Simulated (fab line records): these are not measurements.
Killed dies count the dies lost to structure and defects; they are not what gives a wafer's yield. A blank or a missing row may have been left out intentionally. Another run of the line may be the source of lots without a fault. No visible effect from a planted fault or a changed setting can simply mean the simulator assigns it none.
Which tool is to blame? | flow rit cmos | Sampling: 15 lots, 45 wafers, 4 of 202 route steps

## WHAT EACH GAUGE READ, for each wafer
RIT_SDANNEAL_RS_MEAS_06: a four-point-probe measurement. Usual: PLDD_RS typically reads 177.9 ohm/sq, with standard deviation 0.48.
lot  | measured    | on            | PLDD_RS (ohm/sq)  | flag
L815 | day 3 11:11 | film metro-02 | 177.4 178.2 177.8 |
L817 | day 4 01:53 | film metro-02 | 178.0 177.6 178.1 |
L818 | day 4 04:47 | film metro-01 | 178.4 177.6 177.8 |
L819 | day 4 09:58 | film metro-04 | 178.1 177.3 177.5 |
L820 | day 4 13:35 | film metro-02 | 177.7 177.5 178.0 |
L822 | day 5 08:17 | film metro-01 | 178.0 177.9 178.3 |
L823 | day 5 08:19 | film metro-04 | 178.0 177.8 177.8 |
L824 | day 5 16:04 | film metro-02 | 177.2 177.5 177.4 |
L825 | day 5 16:27 | film metro-04 | 179.4 178.8 179.2 |
L826 | day 5 20:13 | film metro-01 | 177.7 177.8 177.8 |
L827 | day 6 01:45 | film metro-04 | 177.8 177.9 178.3 |
L831 | day 6 21:05 | film metro-01 | 177.4 177.6 177.5 |
L832 | day 7 01:38 | film metro-01 | 178.6 178.6 178.5 |
L833 | day 7 06:04 | film metro-02 | 177.7 177.5 177.9 |
L836 | day 7 20:46 | film metro-01 | 177.4 177.4 177.4 |

RIT_SILICIDE_THK_MEAS_03: measures by xrf. Usual: SILICIDE_TI_THK typically reads 30.0 nm, with standard deviation 0.33.
lot  | measured    | on            | SILICIDE_TI_THK (nm) | flag
L815 | day 3 11:41 | film metro-03 | 29.7 29.6 29.7       |
L817 | day 4 02:25 | film metro-04 | 30.0 30.0 30.1       |
L818 | day 4 05:18 | film metro-04 | 29.8 30.1 30.2       |
L819 | day 4 10:28 | film metro-02 | 29.4 29.3 29.5       |
L820 | day 4 14:07 | film metro-03 | 29.7 29.9 29.9       |
L822 | day 5 08:49 | film metro-02 | 29.5 29.9 29.4       |
L823 | day 5 08:50 | film metro-04 | 29.8 29.8 29.8       |
L824 | day 5 16:34 | film metro-03 | 30.3 29.6 30.2       |
L825 | day 5 16:58 | film metro-02 | 29.8 29.9 29.8       |
L826 | day 5 20:44 | film metro-03 | 30.3 30.2 30.4       |
L827 | day 6 02:17 | film metro-03 | 30.1 29.9 29.9       |
L831 | day 6 21:36 | film metro-04 | 30.0 30.2 30.2       |
L832 | day 7 02:10 | film metro-03 | 30.6 30.6 30.4       |
L833 | day 7 06:35 | film metro-03 | 29.3 29.8 30.1       |
L836 | day 7 21:17 | film metro-03 | 30.1 30.1 29.7       |

RIT_M1_BOW_MEAS_16. Usual: M1_BOW typically reads 17 um, with standard deviation 6.9.
lot  | measured    | on            | M1_BOW (um) | flag
L815 | day 3 18:03 | film metro-01 | 16 7 20     |
L817 | day 4 09:07 | film metro-02 | 29 19 16    |
L818 | day 4 11:55 | film metro-01 | 20 22 9     |
L819 | day 4 16:59 | film metro-02 | 28 14 8     |
L820 | day 4 23:10 | film metro-04 | 18 16 28    |
L822 | day 5 15:35 | film metro-04 | 21 5 16     |
L823 | day 5 17:06 | film metro-01 | 26 12 14    |
L824 | day 5 23:20 | film metro-04 | 17 10 21    |
L825 | day 6 00:12 | film metro-01 | 17 29 15    |
L826 | day 6 03:37 | film metro-01 | 23 30 22    |
L827 | day 6 08:56 | film metro-02 | 14 16 18    |
L831 | day 7 04:12 | film metro-02 | 15 14 10    |
L832 | day 7 09:11 | film metro-01 | 17 34 25    |
L833 | day 7 13:29 | film metro-04 | 21 21 16    |
L836 | day 8 03:39 | film metro-02 | 1 14 10     |

## EACH LOT AND THE TOOL THAT RAN IT (in order: tool; ch and the chambers of the sampled wafers; start)
lot  | RIT_M1_EXPOSE_06
L815 | iline stepper-02 ch 0, day 3 15:05
L817 | iline stepper-02 ch 0, day 4 06:01
L818 | iline stepper-01 ch 0, day 4 08:52
L819 | iline stepper-01 ch 0, day 4 13:52
L820 | iline stepper-01 ch 0, day 4 17:38
L822 | iline stepper-02 ch 0, day 5 12:19
L823 | iline stepper-02 ch 0, day 5 12:34
L824 | iline stepper-01 ch 0, day 5 20:06
L825 | iline stepper-02 ch 0, day 5 20:32
L826 | iline stepper-01 ch 0, day 6 00:38
L827 | iline stepper-02 ch 0, day 6 05:47
L831 | iline stepper-01, day 7 01:14
L832 | iline stepper-02, day 7 05:56
L833 | iline stepper-01, day 7 10:24
L836 | iline stepper-02 ch 0, day 8 00:41
- RIT_M1_EXPOSE_06: exposes mask M12, target cd 2600 nm.

## AS READ BY THE TOOLS THEMSELVES (means over the sampled wafers that have a number; for cases with no such wafer, the mark the record gives instead)
RIT_M1_EXPOSE_06. Usual: exposure dose mJ cm2 252.16, standard deviation 0.27; focus offset nm 0.0 nm, standard deviation 0.57; stage vel mm s 500.02 mm/s, standard deviation 0.22.
lot  | tool             | exposure dose mJ cm2 | focus offset nm (nm) | stage vel mm s (mm/s) | flag
L815 | iline stepper-02 | 252.25               | 0.3                  | 499.86                |
L817 | iline stepper-02 | 252.12               | 0.6                  | 500.17                |
L818 | iline stepper-01 | 251.78               | -0.5                 | 500.10                |
L819 | iline stepper-01 | 252.04               | -0.9                 | 500.32                |
L820 | iline stepper-01 | 252.59               | 0.3                  | 499.92                |
L822 | iline stepper-02 | 252.00               | -0.7                 | 500.21                |
L823 | iline stepper-02 | 252.40               | -0.2                 | 499.71                |
L824 | iline stepper-01 | 252.45               | 0.2                  | 500.07                |
L825 | iline stepper-02 | 252.24               | 0.5                  | 499.80                |
L826 | iline stepper-01 | 252.15               | -0.0                 | 499.78                |
L827 | iline stepper-02 | 252.27               | -0.1                 | 500.10                |
L831 | iline stepper-01 | -                    | -                    | -                     | OFF
L832 | iline stepper-02 | -                    | -                    | -                     | OFF
L833 | iline stepper-01 | -                    | -                    | -                     | OFF
L836 | iline stepper-02 | 251.87               | 0.7                  | 500.28                |

## THE ANSWER, worked out from the rows above alone
Rule: take the mean of a lot's wafers that have a number; if it is more than 3 standard deviations from the usual mean, the lot is off. Also off: a lot with no number at a reading for which 4 or more lots have one. All remaining lots with rows at the step are treated as sound. First the gauges in route order, then the tools' own readings, where a lot's mean is used as printed above. At the first step where some lot is off, the reading lying furthest off is the one used; lots without a number count as furthest.
Off at RIT_M1_EXPOSE_06 (exposure dose mJ cm2): L831, L832, L833. Without a number there: L831, L832, L833.
If a tool, at that step or one of the process steps before it, ran each lot that is off and ran no sound lot following the first of them, it fits. None of those tried fits.

## WHAT WAS PUT IN BY THE SIMULATOR
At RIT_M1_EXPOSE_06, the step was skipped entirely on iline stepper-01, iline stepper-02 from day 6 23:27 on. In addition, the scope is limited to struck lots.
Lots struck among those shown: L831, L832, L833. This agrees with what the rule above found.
